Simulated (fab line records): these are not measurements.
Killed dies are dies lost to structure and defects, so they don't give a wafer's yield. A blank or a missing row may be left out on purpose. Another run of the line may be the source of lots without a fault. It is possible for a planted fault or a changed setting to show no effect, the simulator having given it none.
fab line records :: flow rit-cmos
record
  lots=14
  wafers=42
  last-day=8
route steps=202 shown SPACER@128 M1@202
lots that met no fault: from a run of the same line without faults
start-h: hours from the record's opening day to when the first of the lot's shown wafers began :: wait-h: hours since the lot's step before :: " repeats the value in the row above :: L1.1+2: a single row standing in for several wafers :: - no value, or no start was given :: * or withheld: withheld :: < > ~ a bound
route shown NAME@n: names a module that has steps shown in the file, with the first one's number in the route :: usual: the fault-free wafers' mean and standard deviation :: same: alike in all rows :: chamber/n: place in a boat :: sites: the reading at each site :: _std_site: their standard deviation :: _edge_site: mean of outer sites minus mean of inner sites :: radius-mm: how far each site lies from the wafer's centre :: mask NAME#n: copy n :: behind: tool/chamber where the wafer was last shaped :: hold: the reason the lot was held/the length of the hold in hours/how it ended :: device: names the non-switching transistor (n, p or np) :: end of line: the same wafers' tests at the end of the route :: where a step has no rows: the recipe by itself :: killed: not the wafer's yield, but the dies lost to structure and defects at the first sort :: map: a wafer's dies, marking killed ones x, the rest . and places with no die _
set.NAME: the setting that was run; set.NAME@STEP: the one run at that earlier step :: model.NAME: the simulator's own value behind a step, which no gauge read
one table for each step of the route and one row for each wafer, over a sample of lots
services: a tool's chamber out of use, with start hour (start-h, from the record's first day; less than 0 if before it), hours out, and reason
## steps
# step RIT_SPACER_CVD_03
# recipe
  material=Si3N4
  target-thk-nm=250
  temp-c=810
  precursor=SiH2Cl2/NH3
  time-s=3300
  pressure-mtorr=300
  sih2cl2-flow-sccm=60
  nh3-flow-sccm=150
# usual
  spike-tc-centre-C=812.7/1.4
lot.wafer: L768.1
tool: lpcvd-01
chamber: 0
start-h: 54.66
wait-h: 0.0
spike-tc-centre-C: 811.1

lot.wafer: L768.2
tool: lpcvd-01
chamber: 0
start-h: 54.66
wait-h: 0.0
spike-tc-centre-C: 811.0

lot.wafer: L768.6
tool: lpcvd-01
chamber: 0
start-h: 54.66
wait-h: 0.0
spike-tc-centre-C: 811.7

lot.wafer: L769.2
tool: lpcvd-01
chamber: 0
start-h: 56.58
wait-h: 1.4
spike-tc-centre-C: 812.7

lot.wafer: L769.4
tool: lpcvd-01
chamber: 0
start-h: 56.58
wait-h: 1.4
spike-tc-centre-C: 813.2

lot.wafer: L769.6
tool: lpcvd-01
chamber: 0
start-h: 56.58
wait-h: 1.4
spike-tc-centre-C: 812.2

lot.wafer: L770.1
tool: lpcvd-01
chamber: 0
start-h: 58.71
wait-h: 0.0
spike-tc-centre-C: 811.4

lot.wafer: L770.4
tool: lpcvd-01
chamber: 0
start-h: 58.71
wait-h: 0.0
spike-tc-centre-C: 811.7

lot.wafer: L770.5
tool: lpcvd-01
chamber: 0
start-h: 58.71
wait-h: 0.0
spike-tc-centre-C: 812.5

lot.wafer: L771.2
tool: lpcvd-02
chamber: 1
start-h: 63.53
wait-h: 0.5
spike-tc-centre-C: 814.0

lot.wafer: L771.5
tool: lpcvd-02
chamber: 1
start-h: 63.53
wait-h: 0.5
spike-tc-centre-C: 813.7

lot.wafer: L771.6
tool: lpcvd-02
chamber: 1
start-h: 63.53
wait-h: 0.5
spike-tc-centre-C: 814.5

lot.wafer: L774.2
tool: lpcvd-02
chamber: 1
start-h: 76.91
wait-h: 0.4
spike-tc-centre-C: 814.7

lot.wafer: L774.4
tool: lpcvd-02
chamber: 1
start-h: 76.91
wait-h: 0.4
spike-tc-centre-C: 811.7

lot.wafer: L774.5
tool: lpcvd-02
chamber: 1
start-h: 76.91
wait-h: 0.4
spike-tc-centre-C: 813.7

lot.wafer: L775.3
tool: lpcvd-02
chamber: 0
start-h: 81.86
wait-h: 0.9
spike-tc-centre-C: 812.2

lot.wafer: L775.4
tool: lpcvd-02
chamber: 0
start-h: 81.86
wait-h: 0.9
spike-tc-centre-C: 814.8

lot.wafer: L775.5
tool: lpcvd-02
chamber: 0
start-h: 81.86
wait-h: 0.9
spike-tc-centre-C: 812.4

lot.wafer: L776.2
tool: lpcvd-02
chamber: 0
start-h: 86.81
wait-h: 1.1
spike-tc-centre-C: 813.5

lot.wafer: L776.3
tool: lpcvd-02
chamber: 0
start-h: 86.81
wait-h: 1.1
spike-tc-centre-C: 813.3

lot.wafer: L776.4
tool: lpcvd-02
chamber: 0
start-h: 86.81
wait-h: 1.1
spike-tc-centre-C: 814.6

lot.wafer: L778.1
tool: lpcvd-02
chamber: 0
start-h: 95.68
wait-h: 0.0
spike-tc-centre-C: 812.4

lot.wafer: L778.2
tool: lpcvd-02
chamber: 0
start-h: 95.68
wait-h: 0.0
spike-tc-centre-C: 812.4

lot.wafer: L778.6
tool: lpcvd-02
chamber: 0
start-h: 95.68
wait-h: 0.0
spike-tc-centre-C: 812.4

lot.wafer: L779.2
tool: lpcvd-02
chamber: 1
start-h: 100.75
wait-h: 0.0
spike-tc-centre-C: 815.8

lot.wafer: L779.5
tool: lpcvd-02
chamber: 1
start-h: 100.75
wait-h: 0.0
spike-tc-centre-C: 814.8

lot.wafer: L779.6
tool: lpcvd-02
chamber: 1
start-h: 100.75
wait-h: 0.0
spike-tc-centre-C: 812.0

lot.wafer: L780.3
tool: lpcvd-01
chamber: 1
start-h: 106.22
wait-h: 0.0
spike-tc-centre-C: 810.7

lot.wafer: L780.4
tool: lpcvd-01
chamber: 1
start-h: 106.22
wait-h: 0.0
spike-tc-centre-C: 810.9

lot.wafer: L780.5
tool: lpcvd-01
chamber: 1
start-h: 106.22
wait-h: 0.0
spike-tc-centre-C: 811.2

lot.wafer: L788.1
tool: lpcvd-02
chamber: 0
start-h: 154.16
wait-h: 0.0
spike-tc-centre-C: 824.7

lot.wafer: L788.3
tool: lpcvd-02
chamber: 0
start-h: 154.16
wait-h: 0.0
spike-tc-centre-C: 825.1

lot.wafer: L788.4
tool: lpcvd-02
chamber: 0
start-h: 154.16
wait-h: 0.0
spike-tc-centre-C: 824.7

lot.wafer: L789.1
tool: lpcvd-02
chamber: 0
start-h: 161.09
wait-h: 0.0
spike-tc-centre-C: 824.8

lot.wafer: L789.5
tool: lpcvd-02
chamber: 0
start-h: 161.09
wait-h: 0.0
spike-tc-centre-C: 825.9

lot.wafer: L789.6
tool: lpcvd-02
chamber: 0
start-h: 161.09
wait-h: 0.0
spike-tc-centre-C: 823.8

lot.wafer: L790.4
tool: lpcvd-01
chamber: 1
start-h: 170.10
wait-h: 1.0
spike-tc-centre-C: 812.0

lot.wafer: L790.5
tool: lpcvd-01
chamber: 1
start-h: 170.10
wait-h: 1.0
spike-tc-centre-C: 811.3

lot.wafer: L790.6
tool: lpcvd-01
chamber: 1
start-h: 170.10
wait-h: 1.0
spike-tc-centre-C: 811.0

lot.wafer: L791.1
tool: lpcvd-01
chamber: 1
start-h: 172.02
wait-h: 0.1
spike-tc-centre-C: 810.6

lot.wafer: L791.4
tool: lpcvd-01
chamber: 1
start-h: 172.02
wait-h: 0.1
spike-tc-centre-C: 810.7

lot.wafer: L791.6
tool: lpcvd-01
chamber: 1
start-h: 172.02
wait-h: 0.1
spike-tc-centre-C: 812.3
# step RIT_SPACER_THK_MEAS_04
# recipe
  reads=Si3N4_of_SPACER_CVD_03
# usual
  SPACER_NITRIDE_THK=249.4/2.3
lot.wafer: L768.1
tool: film-metro-02
chamber: -
start-h: 56.58
wait-h: 0.0
SPACER_NITRIDE_THK[nm]: 246.4

lot.wafer: L768.2
tool: film-metro-02
chamber: -
start-h: 56.58
wait-h: 0.0
SPACER_NITRIDE_THK[nm]: 247.8

lot.wafer: L768.6
tool: film-metro-02
chamber: -
start-h: 56.58
wait-h: 0.0
SPACER_NITRIDE_THK[nm]: 247.2

lot.wafer: L769.2
tool: film-metro-03
chamber: -
start-h: 58.51
wait-h: 0.0
SPACER_NITRIDE_THK[nm]: 248.9

lot.wafer: L769.4
tool: film-metro-03
chamber: -
start-h: 58.51
wait-h: 0.0
SPACER_NITRIDE_THK[nm]: 247.9

lot.wafer: L769.6
tool: film-metro-03
chamber: -
start-h: 58.51
wait-h: 0.0
SPACER_NITRIDE_THK[nm]: 248.1

lot.wafer: L770.1
tool: film-metro-01
chamber: -
start-h: 60.63
wait-h: 0.0
SPACER_NITRIDE_THK[nm]: 252.0

lot.wafer: L770.4
tool: film-metro-01
chamber: -
start-h: 60.63
wait-h: 0.0
SPACER_NITRIDE_THK[nm]: 254.1

lot.wafer: L770.5
tool: film-metro-01
chamber: -
start-h: 60.63
wait-h: 0.0
SPACER_NITRIDE_THK[nm]: 252.7

lot.wafer: L771.2
tool: film-metro-03
chamber: -
start-h: 65.46
wait-h: 0.0
SPACER_NITRIDE_THK[nm]: 253.9

lot.wafer: L771.5
tool: film-metro-03
chamber: -
start-h: 65.46
wait-h: 0.0
SPACER_NITRIDE_THK[nm]: 254.0

lot.wafer: L771.6
tool: film-metro-03
chamber: -
start-h: 65.46
wait-h: 0.0
SPACER_NITRIDE_THK[nm]: 251.5

lot.wafer: L774.2
tool: film-metro-01
chamber: -
start-h: 78.84
wait-h: 0.0
SPACER_NITRIDE_THK[nm]: 245.1

lot.wafer: L774.4
tool: film-metro-01
chamber: -
start-h: 78.84
wait-h: 0.0
SPACER_NITRIDE_THK[nm]: 248.7

lot.wafer: L774.5
tool: film-metro-01
chamber: -
start-h: 78.84
wait-h: 0.0
SPACER_NITRIDE_THK[nm]: 245.6

lot.wafer: L775.3
tool: film-metro-02
chamber: -
start-h: 83.80
wait-h: 0.0
SPACER_NITRIDE_THK[nm]: 252.8

lot.wafer: L775.4
tool: film-metro-02
chamber: -
start-h: 83.80
wait-h: 0.0
SPACER_NITRIDE_THK[nm]: 249.1

lot.wafer: L775.5
tool: film-metro-02
chamber: -
start-h: 83.80
wait-h: 0.0
SPACER_NITRIDE_THK[nm]: 249.2

lot.wafer: L776.2
tool: film-metro-02
chamber: -
start-h: 88.74
wait-h: 0.0
SPACER_NITRIDE_THK[nm]: 249.4

lot.wafer: L776.3
tool: film-metro-02
chamber: -
start-h: 88.74
wait-h: 0.0
SPACER_NITRIDE_THK[nm]: 251.1

lot.wafer: L776.4
tool: film-metro-02
chamber: -
start-h: 88.74
wait-h: 0.0
SPACER_NITRIDE_THK[nm]: 248.4

lot.wafer: L778.1
tool: film-metro-01
chamber: -
start-h: 97.59
wait-h: 0.0
SPACER_NITRIDE_THK[nm]: 250.3

lot.wafer: L778.2
tool: film-metro-01
chamber: -
start-h: 97.59
wait-h: 0.0
SPACER_NITRIDE_THK[nm]: 250.7

lot.wafer: L778.6
tool: film-metro-01
chamber: -
start-h: 97.59
wait-h: 0.0
SPACER_NITRIDE_THK[nm]: 248.9

lot.wafer: L779.2
tool: film-metro-03
chamber: -
start-h: 102.68
wait-h: 0.0
SPACER_NITRIDE_THK[nm]: 251.0

lot.wafer: L779.5
tool: film-metro-03
chamber: -
start-h: 102.68
wait-h: 0.0
SPACER_NITRIDE_THK[nm]: 253.4

lot.wafer: L779.6
tool: film-metro-03
chamber: -
start-h: 102.68
wait-h: 0.0
SPACER_NITRIDE_THK[nm]: 249.6

lot.wafer: L780.3
tool: film-metro-01
chamber: -
start-h: 108.16
wait-h: 0.0
SPACER_NITRIDE_THK[nm]: 250.6

lot.wafer: L780.4
tool: film-metro-01
chamber: -
start-h: 108.16
wait-h: 0.0
SPACER_NITRIDE_THK[nm]: 251.8

lot.wafer: L780.5
tool: film-metro-01
chamber: -
start-h: 108.16
wait-h: 0.0
SPACER_NITRIDE_THK[nm]: 252.3

lot.wafer: L788.1
tool: film-metro-03
chamber: -
start-h: 156.08
wait-h: 0.0
SPACER_NITRIDE_THK[nm]: 276.4

lot.wafer: L788.3
tool: film-metro-03
chamber: -
start-h: 156.08
wait-h: 0.0
SPACER_NITRIDE_THK[nm]: 266.2

lot.wafer: L788.4
tool: film-metro-03
chamber: -
start-h: 156.08
wait-h: 0.0
SPACER_NITRIDE_THK[nm]: 262.6

lot.wafer: L789.1
tool: film-metro-03
chamber: -
start-h: 163.01
wait-h: 0.0
SPACER_NITRIDE_THK[nm]: 253.2

lot.wafer: L789.5
tool: film-metro-03
chamber: -
start-h: 163.01
wait-h: 0.0
SPACER_NITRIDE_THK[nm]: 269.1

lot.wafer: L789.6
tool: film-metro-03
chamber: -
start-h: 163.01
wait-h: 0.0
SPACER_NITRIDE_THK[nm]: 273.4

lot.wafer: L790.4
tool: film-metro-01
chamber: -
start-h: 172.05
wait-h: 0.0
SPACER_NITRIDE_THK[nm]: 247.8

lot.wafer: L790.5
tool: film-metro-01
chamber: -
start-h: 172.05
wait-h: 0.0
SPACER_NITRIDE_THK[nm]: 249.8

lot.wafer: L790.6
tool: film-metro-01
chamber: -
start-h: 172.05
wait-h: 0.0
SPACER_NITRIDE_THK[nm]: 249.3

lot.wafer: L791.1
tool: film-metro-01
chamber: -
start-h: 173.93
wait-h: 0.0
SPACER_NITRIDE_THK[nm]: 248.3

lot.wafer: L791.4
tool: film-metro-01
chamber: -
start-h: 173.93
wait-h: 0.0
SPACER_NITRIDE_THK[nm]: 247.7

lot.wafer: L791.6
tool: film-metro-01
chamber: -
start-h: 173.93
wait-h: 0.0
SPACER_NITRIDE_THK[nm]: 249.7
# step RIT_SPACER_ETCHBACK_05
# recipe
  target-depth-a=2500
  SF6_flow_sccm=30
  CHF3_flow_sccm=30
  target=Si3N4
  chemistry=SF6/CHF3
  pressure-mtorr=40
  rf-w=250
  time-s=240
  stop-on=SiO2
# usual
  chamber-pressure-mTorr=40.00/0.038
  drypump-motor-current-A=5.9/0.49
  oes-product-au=0.841/0.013
  throttle-valve-pct=10.32/0.11
lot.wafer: L768.1
tool: rie-diel-03
chamber: 3
start-h: 56.64
wait-h: 0.1
chamber-pressure-mTorr: 39.93
drypump-motor-current-A: 4.8
oes-product-au: 0.833
rf-hours-counter-h: 140
throttle-valve-pct: 10.23

lot.wafer: L768.2
tool: rie-diel-03
chamber: 1
start-h: 56.64
wait-h: 0.1
chamber-pressure-mTorr: 40.05
drypump-motor-current-A: 6.2
oes-product-au: 0.823
rf-hours-counter-h: 116
throttle-valve-pct: 10.49

lot.wafer: L768.6
tool: rie-diel-03
chamber: 0
start-h: 56.64
wait-h: 0.1
chamber-pressure-mTorr: 39.98
drypump-motor-current-A: 5.8
oes-product-au: 0.830
rf-hours-counter-h: -
throttle-valve-pct: 10.43

lot.wafer: L769.2
tool: rie-diel-02
chamber: 3
start-h: 58.56
wait-h: 0.0
chamber-pressure-mTorr: 40.10
drypump-motor-current-A: 5.8
oes-product-au: 0.860
rf-hours-counter-h: 74
throttle-valve-pct: 10.37

lot.wafer: L769.4
tool: rie-diel-02
chamber: 1
start-h: 58.56
wait-h: 0.0
chamber-pressure-mTorr: 39.99
drypump-motor-current-A: 5.7
oes-product-au: 0.822
rf-hours-counter-h: 7
throttle-valve-pct: 10.13

lot.wafer: L769.6
tool: rie-diel-02
chamber: 2
start-h: 58.56
wait-h: 0.0
chamber-pressure-mTorr: 40.02
drypump-motor-current-A: 5.6
oes-product-au: 0.823
rf-hours-counter-h: -
throttle-valve-pct: 10.25

lot.wafer: L770.1
tool: rie-diel-03
chamber: 2
start-h: 60.69
wait-h: 0.1
chamber-pressure-mTorr: 40.05
drypump-motor-current-A: 6.6
oes-product-au: 0.846
rf-hours-counter-h: 65
throttle-valve-pct: 10.33

lot.wafer: L770.4
tool: rie-diel-03
chamber: 1
start-h: 60.69
wait-h: 0.1
chamber-pressure-mTorr: 39.99
drypump-motor-current-A: 6.2
oes-product-au: 0.835
rf-hours-counter-h: 117
throttle-valve-pct: 10.53

lot.wafer: L770.5
tool: rie-diel-03
chamber: 3
start-h: 60.69
wait-h: 0.1
chamber-pressure-mTorr: 40.02
drypump-motor-current-A: 4.9
oes-product-au: 0.856
rf-hours-counter-h: -
throttle-valve-pct: 10.25

lot.wafer: L771.2
tool: rie-diel-03
chamber: 1
start-h: 65.51
wait-h: 0.0
chamber-pressure-mTorr: 40.07
drypump-motor-current-A: 6.2
oes-product-au: 0.832
rf-hours-counter-h: 117
throttle-valve-pct: 10.52

lot.wafer: L771.5
tool: rie-diel-03
chamber: 1
start-h: 65.51
wait-h: 0.0
chamber-pressure-mTorr: 39.98
drypump-motor-current-A: 6.1
oes-product-au: 0.836
rf-hours-counter-h: -
throttle-valve-pct: 10.50

lot.wafer: L771.6
tool: rie-diel-03
chamber: 0
start-h: 65.51
wait-h: 0.0
chamber-pressure-mTorr: 40.01
drypump-motor-current-A: 5.8
oes-product-au: 0.848
rf-hours-counter-h: -
throttle-valve-pct: 10.45

lot.wafer: L774.2
tool: rie-diel-02
chamber: 0
start-h: 78.89
wait-h: 0.0
chamber-pressure-mTorr: 40.01
drypump-motor-current-A: 5.2
oes-product-au: 0.828
rf-hours-counter-h: 36
throttle-valve-pct: 10.33

lot.wafer: L774.4
tool: rie-diel-02
chamber: 1
start-h: 78.89
wait-h: 0.0
chamber-pressure-mTorr: 39.99
drypump-motor-current-A: 5.7
oes-product-au: 0.813
rf-hours-counter-h: 8
throttle-valve-pct: 10.11

lot.wafer: L774.5
tool: rie-diel-02
chamber: 2
start-h: 78.89
wait-h: 0.0
chamber-pressure-mTorr: 39.96
drypump-motor-current-A: 5.7
oes-product-au: 0.823
rf-hours-counter-h: -
throttle-valve-pct: 10.23

lot.wafer: L775.3
tool: rie-diel-04
chamber: 2
start-h: 83.84
wait-h: 0.0
chamber-pressure-mTorr: 39.96
drypump-motor-current-A: 6.2
oes-product-au: 0.850
rf-hours-counter-h: 9
throttle-valve-pct: 10.21

lot.wafer: L775.4
tool: rie-diel-04
chamber: 3
start-h: 83.84
wait-h: 0.0
chamber-pressure-mTorr: 40.00
drypump-motor-current-A: 6.2
oes-product-au: 0.856
rf-hours-counter-h: 2
throttle-valve-pct: 10.42

lot.wafer: L775.5
tool: rie-diel-04
chamber: 3
start-h: 83.84
wait-h: 0.0
chamber-pressure-mTorr: 40.08
drypump-motor-current-A: 6.2
oes-product-au: 0.863
rf-hours-counter-h: -
throttle-valve-pct: 10.43

lot.wafer: L776.2
tool: rie-diel-02
chamber: 1
start-h: 88.79
wait-h: 0.0
chamber-pressure-mTorr: 40.08
drypump-motor-current-A: 5.7
oes-product-au: 0.813
rf-hours-counter-h: 8
throttle-valve-pct: 10.11

lot.wafer: L776.3
tool: rie-diel-02
chamber: 2
start-h: 88.79
wait-h: 0.0
chamber-pressure-mTorr: 40.02
drypump-motor-current-A: 5.6
oes-product-au: 0.835
rf-hours-counter-h: 95
throttle-valve-pct: 10.25

lot.wafer: L776.4
tool: rie-diel-02
chamber: 3
start-h: 88.79
wait-h: 0.0
chamber-pressure-mTorr: 40.01
drypump-motor-current-A: 5.8
oes-product-au: 0.854
rf-hours-counter-h: 75
throttle-valve-pct: 10.36

lot.wafer: L778.1
tool: rie-diel-04
chamber: 0
start-h: 97.65
wait-h: 0.1
chamber-pressure-mTorr: 39.96
drypump-motor-current-A: 6.1
oes-product-au: 0.842
rf-hours-counter-h: 99
throttle-valve-pct: 10.30

lot.wafer: L778.2
tool: rie-diel-04
chamber: 3
start-h: 97.65
wait-h: 0.1
chamber-pressure-mTorr: 39.99
drypump-motor-current-A: 6.1
oes-product-au: 0.857
rf-hours-counter-h: 2
throttle-valve-pct: 10.43

lot.wafer: L778.6
tool: rie-diel-04
chamber: 2
start-h: 97.65
wait-h: 0.1
chamber-pressure-mTorr: 39.99
drypump-motor-current-A: 6.2
oes-product-au: 0.846
rf-hours-counter-h: -
throttle-valve-pct: 10.22

lot.wafer: L779.2
tool: rie-diel-04
chamber: 0
start-h: 102.73
wait-h: 0.0
chamber-pressure-mTorr: 40.01
drypump-motor-current-A: 6.1
oes-product-au: 0.848
rf-hours-counter-h: 99
throttle-valve-pct: 10.29

lot.wafer: L779.5
tool: rie-diel-04
chamber: 1
start-h: 102.73
wait-h: 0.0
chamber-pressure-mTorr: 39.96
drypump-motor-current-A: 6.4
oes-product-au: 0.862
rf-hours-counter-h: -
throttle-valve-pct: 10.18

lot.wafer: L779.6
tool: rie-diel-04
chamber: 2
start-h: 102.73
wait-h: 0.0
chamber-pressure-mTorr: 39.97
drypump-motor-current-A: 6.2
oes-product-au: 0.841
rf-hours-counter-h: -
throttle-valve-pct: 10.21

lot.wafer: L780.3
tool: rie-diel-02
chamber: 2
start-h: 108.20
wait-h: 0.0
chamber-pressure-mTorr: 39.92
drypump-motor-current-A: 5.6
oes-product-au: 0.840
rf-hours-counter-h: 96
throttle-valve-pct: 10.25

lot.wafer: L780.4
tool: rie-diel-02
chamber: 3
start-h: 108.20
wait-h: 0.0
chamber-pressure-mTorr: 40.02
drypump-motor-current-A: 5.8
oes-product-au: 0.866
rf-hours-counter-h: 75
throttle-valve-pct: 10.37

lot.wafer: L780.5
tool: rie-diel-02
chamber: 0
start-h: 108.20
wait-h: 0.0
chamber-pressure-mTorr: 40.02
drypump-motor-current-A: 5.2
oes-product-au: 0.837
rf-hours-counter-h: -
throttle-valve-pct: 10.33

lot.wafer: L788.1
tool: rie-diel-03
chamber: 0
start-h: 156.14
wait-h: 0.1
chamber-pressure-mTorr: 39.98
drypump-motor-current-A: 5.8
oes-product-au: 0.897
rf-hours-counter-h: 62
throttle-valve-pct: 10.46

lot.wafer: L788.3
tool: rie-diel-03
chamber: 2
start-h: 156.14
wait-h: 0.1
chamber-pressure-mTorr: 40.05
drypump-motor-current-A: 6.5
oes-product-au: 0.888
rf-hours-counter-h: 67
throttle-valve-pct: 10.35

lot.wafer: L788.4
tool: rie-diel-03
chamber: 3
start-h: 156.14
wait-h: 0.1
chamber-pressure-mTorr: 39.95
drypump-motor-current-A: 4.9
oes-product-au: 0.870
rf-hours-counter-h: 142
throttle-valve-pct: 10.25

lot.wafer: L789.1
tool: rie-diel-03
chamber: 2
start-h: 163.07
wait-h: 0.1
chamber-pressure-mTorr: 39.98
drypump-motor-current-A: 6.6
oes-product-au: 0.854
rf-hours-counter-h: 67
throttle-valve-pct: 10.34

lot.wafer: L789.5
tool: rie-diel-03
chamber: 1
start-h: 163.07
wait-h: 0.1
chamber-pressure-mTorr: 40.02
drypump-motor-current-A: 6.2
oes-product-au: 0.868
rf-hours-counter-h: -
throttle-valve-pct: 10.53

lot.wafer: L789.6
tool: rie-diel-03
chamber: 2
start-h: 163.07
wait-h: 0.1
chamber-pressure-mTorr: 40.03
drypump-motor-current-A: 6.5
oes-product-au: 0.902
rf-hours-counter-h: -
throttle-valve-pct: 10.36

lot.wafer: L790.4
tool: rie-diel-03
chamber: 2
start-h: 172.08
wait-h: 0.0
chamber-pressure-mTorr: 40.03
drypump-motor-current-A: 6.6
oes-product-au: 0.830
rf-hours-counter-h: 67
throttle-valve-pct: 10.34

lot.wafer: L790.5
tool: rie-diel-03
chamber: 3
start-h: 172.08
wait-h: 0.0
chamber-pressure-mTorr: 40.05
drypump-motor-current-A: 4.8
oes-product-au: 0.840
rf-hours-counter-h: -
throttle-valve-pct: 10.22

lot.wafer: L790.6
tool: rie-diel-03
chamber: 0
start-h: 172.08
wait-h: 0.0
chamber-pressure-mTorr: 39.97
drypump-motor-current-A: 5.8
oes-product-au: 0.832
rf-hours-counter-h: -
throttle-valve-pct: 10.43

lot.wafer: L791.1
tool: rie-diel-04
chamber: 3
start-h: 173.99
wait-h: 0.1
chamber-pressure-mTorr: 40.04
drypump-motor-current-A: 6.2
oes-product-au: 0.856
rf-hours-counter-h: 4
throttle-valve-pct: 10.43

lot.wafer: L791.4
tool: rie-diel-04
chamber: 2
start-h: 173.99
wait-h: 0.1
chamber-pressure-mTorr: 39.98
drypump-motor-current-A: 6.2
oes-product-au: 0.839
rf-hours-counter-h: 11
throttle-valve-pct: 10.21

lot.wafer: L791.6
tool: rie-diel-04
chamber: 2
start-h: 173.99
wait-h: 0.1
chamber-pressure-mTorr: 39.93
drypump-motor-current-A: 6.2
oes-product-au: 0.839
rf-hours-counter-h: -
throttle-valve-pct: 10.21
# step RIT_M1_PROBE_99
# usual
  killed_at_M0_to_M3=0.0/0.12
  killed-at-contacts=0.0/0.2
  killed-at-front-end=7/3
  killed-dies=7/3
  killed-open=3.4/1.8
  killed-short=3.8/2.1
# same
  gross-dies=264
  killed_at_M4_up=0
  killed-at-back-side=0
  killed-at-other=0
lot.wafer: L774.2
tool: prober-01
chamber: -
start-h: 90.68
wait-h: 0.1
killed_at_M0_to_M3: 0
killed-at-contacts: 0
killed-at-front-end: 8
killed-dies: 8
killed-open: 3
killed-short: 5

lot.wafer: L774.4
tool: prober-01
chamber: -
start-h: 90.78
wait-h: 0.2
killed_at_M0_to_M3: 0
killed-at-contacts: 0
killed-at-front-end: 9
killed-dies: 9
killed-open: 5
killed-short: 4

lot.wafer: L774.5
tool: prober-01
chamber: -
start-h: 90.83
wait-h: 0.2
killed_at_M0_to_M3: 0
killed-at-contacts: 0
killed-at-front-end: 3
killed-dies: 3
killed-open: 0
killed-short: 3
# killed by level:class
L774.2 GATE:geometric-particle:short=5 GATE:geometric-particle:open=2 SPACER:geometric-particle:open=1
L774.4 GATE:geometric-particle:open=4 GATE:geometric-particle:short=3 FOX2:geometric-particle:open=1 SILICIDE:geometric-particle:short=1
L774.5 FOX1:geometric-particle:short=1 GATE:geometric-particle:short=1 REOX:geometric-particle:short=1
## services
tool: lpcvd-02
chamber: -
start-h: 36.00
hours: 6.1
kind: pm

tool: rie-diel-04
chamber: 0
start-h: 42.82
hours: 4.8
kind: repair

tool: lpcvd-02
chamber: -
start-h: 54.66
hours: 2.6
kind: repair

tool: rie-diel-03
chamber: 0
start-h: 86.65
hours: 18.1
kind: repair

tool: rie-diel-04
chamber: 3
start-h: 145.90
hours: 8.6
kind: repair

tool: rie-diel-02
chamber: 0
start-h: 170.60
hours: 6.2
kind: repair
## key
first-sign
  step=RIT_SPACER_CVD_03
  reading=spike-tc-centre-C
  direction=up
  sigmas=8.5
  usual=812.7
  struck=824.8
effect
  step=RIT_SPACER_THK_MEAS_04
  reading=SPACER_NITRIDE_THK
  direction=up
  sigmas=7.5
  usual=249.4
  struck=266.8
effect
  step=RIT_SPACER_ETCHBACK_05
  reading=oes-product-au
  direction=up
  sigmas=2.9
  usual=0.841
  struck=0.880
  wafers-moved=5
met-at RIT_SPACER_CVD_03
struck-lots L788,L789
struck-wafers L788.1,L788.3,L788.4,L789.1,L789.5,L789.6
tester-left-out L788,L789
onset-between 95.68 154.16
fault
  kind=process-parameter-drift
  tool=lpcvd-02
  chamber=0
  onset-h=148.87
  steps=RIT_SPACER_CVD_03
  channel=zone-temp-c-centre
  offset=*
  shape=step
  end-h=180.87
# tester-left-out: of these lots the tester's yield and bins aren't shown, on N5 and GAA mostly nor the transistor test; their killed dies are dies lost to structure and defects alone, not to doping, threshold or leakage, so they don't give the yield
